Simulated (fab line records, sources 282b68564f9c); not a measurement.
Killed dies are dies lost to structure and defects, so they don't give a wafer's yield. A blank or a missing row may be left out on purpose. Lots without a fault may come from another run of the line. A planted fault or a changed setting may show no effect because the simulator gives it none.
One fault seen from 2 desks | flow rit_cmos | each desk has only its own numbers; what lay behind them comes last

THE TOOL OWNER'S DESK: implanter-03
The tool's own readings at RIT_PSD_IMPLANT_08: means of the sampled wafers that have a number, for each lot that ran on this tool. A lot is out of limits, marked OUT, if its mean lies more than 4 standard deviations from the usual mean; the brackets give that distance.
Columns: A = tilt_deg at RIT_PSD_IMPLANT_08, usual 7.001 degrees
lot  | first seen here | A
L715 | day 3 05:55     | 6.987
L721 | day 4 14:26     | 3.019 (-99 or more) OUT
L723 | day 4 21:40     | 2.978 (-99 or more) OUT
L735 | day 7 10:07     | 6.987
L736 | day 7 15:26     | 7.005
This desk's finding: out of limits on L721, L723; first on L721, day 4 14:26 (tilt_deg at RIT_PSD_IMPLANT_08). In limits: L715, L735, L736.

THE METROLOGY DESK
What the gauges read, lot by lot, whatever tool the lot ran on: means of the sampled wafers that have a number. A lot is out of limits, marked OUT, if its mean lies more than 4 standard deviations from the usual mean; the brackets give that distance.
Columns: A = PLDD_OVL at RIT_PLDD_OVL_MEAS_06, usual -0.4 nm; B = PSD_RS at RIT_SDANNEAL_RS_MEAS_04, usual 115.92 ohm/sq
lot  | first seen here | A    | B
L714 | day 2 20:53     | -1.8 | 116.12
L715 | day 3 00:13     | -0.7 | 116.10
L716 | day 3 04:58     | -1.6 | 116.28
L717 | day 3 11:49     | 1.3  | 116.44
L719 | day 3 21:34     | -2.9 | 116.18
L720 | day 4 02:13     | -0.2 | 115.84
L721 | day 4 06:21     | 0.2  | 120.57 (+18) OUT
L723 | day 4 15:58     | -0.1 | 120.55 (+18) OUT
L726 | day 5 07:29     | -0.4 | 115.70
L730 | day 6 05:25     | -1.1 | 115.82
L733 | day 6 22:01     | -0.0 | 115.61
L734 | day 7 00:26     | -0.8 | 115.95
L735 | day 7 04:26     | -1.0 | 115.67
L736 | day 7 09:44     | -1.1 | 115.73
This desk's finding: out of limits on L721, L723; first on L721, day 4 15:14 (PSD_RS at RIT_SDANNEAL_RS_MEAS_04). In limits: L714, L715, L716, L717, L719, L720, L726, L730, L733, L734, L735, L736.

PUT TOGETHER
The tool owner's desk could have raised an alarm at day 4 14:26, on L721, L723.
The metrology desk could have raised an alarm at day 4 15:14, on L721, L723.
Of the lots named, all ran RIT_PSD_IMPLANT_08 on implanter-03.

WHAT THE SIMULATOR HAD PUT IN
Process parameter drift: implanter-03, from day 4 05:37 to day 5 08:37, at RIT_PSD_IMPLANT_08. Setting tilt_deg, moved by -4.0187, from 7. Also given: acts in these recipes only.
Lots struck among those shown: L721, L723.
Hours from the fault's start to each desk's first reading out of limits: the tool owner's desk, 9; the metrology desk, 10.
